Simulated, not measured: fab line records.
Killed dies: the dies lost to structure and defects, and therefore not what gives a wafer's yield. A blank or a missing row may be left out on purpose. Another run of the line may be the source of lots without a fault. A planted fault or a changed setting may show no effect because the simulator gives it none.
Split-lot study	flow rit_cmos	route with 202 steps; 5 lots, 23 wafers read

## ON THE SPLIT
At RIT_CONTACT_CVD_00 (deposits SiO2 from TEOS, target thk 400 nm, time 61 s), the setting time_s was moved away from the recipe's 61 s on 5 of the 23 wafers read, by +6.0% to +6.7%. For the rest of the wafers, this setting stayed at what the recipe calls for.

There is no step in the file separating the split from the reading.

## THE READING
CONTACT_TEOS_THK at RIT_CONTACT_THK_MEAS_01, in nm. On this fab line, fault-free wafers typically give 401 nm with a standard deviation of 5 nm.

wafer	tool, chamber at the split	time_s as run, s	against the recipe	CONTACT_TEOS_THK, nm	against lot-mates on the recipe
L074.1	pecvd-04, 1	61	recipe	397	-
L074.2	pecvd-04, 0	61	recipe	399	-
L074.4	pecvd-04, 2,1	61	recipe	408	-
L074.5	pecvd-04, 0	61	recipe	403	-
L074.6	pecvd-04, 2,1	61	recipe	408	-
L078.1	pecvd-02, 2	61	recipe	400	-
L078.2	pecvd-02, 1	61	recipe	398	-
L078.3	pecvd-02, 0	64.66	+6.0%	420	+18
L078.4	pecvd-02, 2	64.66	+6.0%	426	+24
L078.5	pecvd-02, 1	61	recipe	409	-
L081.4	pecvd-02, 1	61	recipe	404	-
L081.5	pecvd-02, 0	61	recipe	402	-
L081.6	pecvd-02, 2	61	recipe	402	-
L082.1	pecvd-03, 0	61	recipe	394	-
L082.3	pecvd-03, 2	61	recipe	396	-
L082.4	pecvd-03, 0	61	recipe	400	-
L082.5	pecvd-03, 2	61	recipe	401	-
L082.6	pecvd-03, 1	61	recipe	399	-
L083.1	pecvd-04, 2	65.07	+6.7%	426	+30
L083.2	pecvd-04, 0	61	recipe	396	-
L083.3	pecvd-04, 1	61	recipe	397	-
L083.4	pecvd-04, 2	65.07	+6.7%	435	+38
L083.5	pecvd-04, 0	65.07	+6.7%	432	+36
Rows listing several chambers each stand for several wafers; the file does not say which wafer went through which chamber.

THE FIT
A straight line over all 23 wafers: CONTACT_TEOS_THK changes by +4.25 nm for each +1% of time_s; r = +0.94; the points scatter about the line by 4.5 nm.
The same after taking each lot's own level away (the mean of its wafers on the recipe; 23 wafers): +4.58 nm for each +1%; r = +0.94; scatter 4.4 nm.
That fit puts the effect of the largest move of time_s on the reading at 31 nm.
The span of the lots' own levels, 396.5 to 403.0 nm, comes to 1.3 times the standard deviation stated above.
Hence the lot-to-lot level has little effect on the slope; both slopes agree.
Check: for one of the wafers moved furthest among these (+6.7%), held out of the fit, the line's prediction against its lot-mates is +30.7 nm. Against them it came out at +29.5 nm.

## THESE WAFERS: OTHER SPLITS
Before the reading, these wafers also passed through other splits. Each is held against what the fit with the lots' levels taken away leaves over:
other split on the same wafers	wafers away from the commonest value	r with CONTACT_TEOS_THK (lot level and that fit taken away)
RIT_SPACER_CVD_03 time_s	15	-0.13
RIT_PSD_COAT_01 spin_rpm	5	+0.20
RIT_PSD_HARDBAKE_07 temp_c	7	+0.31
RIT_SDANNEAL_CLEAN_01 time_s	10	-0.39

## THE WHOLE CHAIN: every reading that the file lists as answering this split, in the file's order
step	what it does	reading	change (the file's fit)	r (the file's)
RIT_CONTACT_CVD_00	deposits SiO2 from TEOS, target thk 400 nm, time 61 s	SiO2_of_CONTACT_CVD_00.thk_nm (the simulator's own value, which no gauge read)	+4.44 nm for each +1% of the setting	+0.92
RIT_CONTACT_THK_MEAS_01		CONTACT_TEOS_THK	+4.43 for each +1% of the setting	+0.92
RIT_CONTACT_ETCH_11	etches SiO2 in CHF3/CF4/Ar, stops on TiSi2, target depth 480 nm, time 320 s	CONTACT.feature_depth_nm (the simulator's own value, which no gauge read)	+4.44 nm for each +1% of the setting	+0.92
RIT_CONTACT_ETCH_11	etches SiO2 in CHF3/CF4/Ar, stops on TiSi2, target depth 480 nm, time 320 s	etch.depth_nm (the simulator's own value, which no gauge read)	+4.44 nm for each +1% of the setting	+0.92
RIT_M1_METAL_ETCH_12	etches Al in Cl2/BCl3, stops on SiO2, time 165 s, target depth 600 nm	SiO2_of_CONTACT_CVD_00.thk_nm (the simulator's own value, which no gauge read)	+4.29 nm for each +1% of the setting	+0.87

## THE FILE'S OWN FIT
CONTACT_TEOS_THK changes by +4.43 nm for each +1% of time_s, r = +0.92.
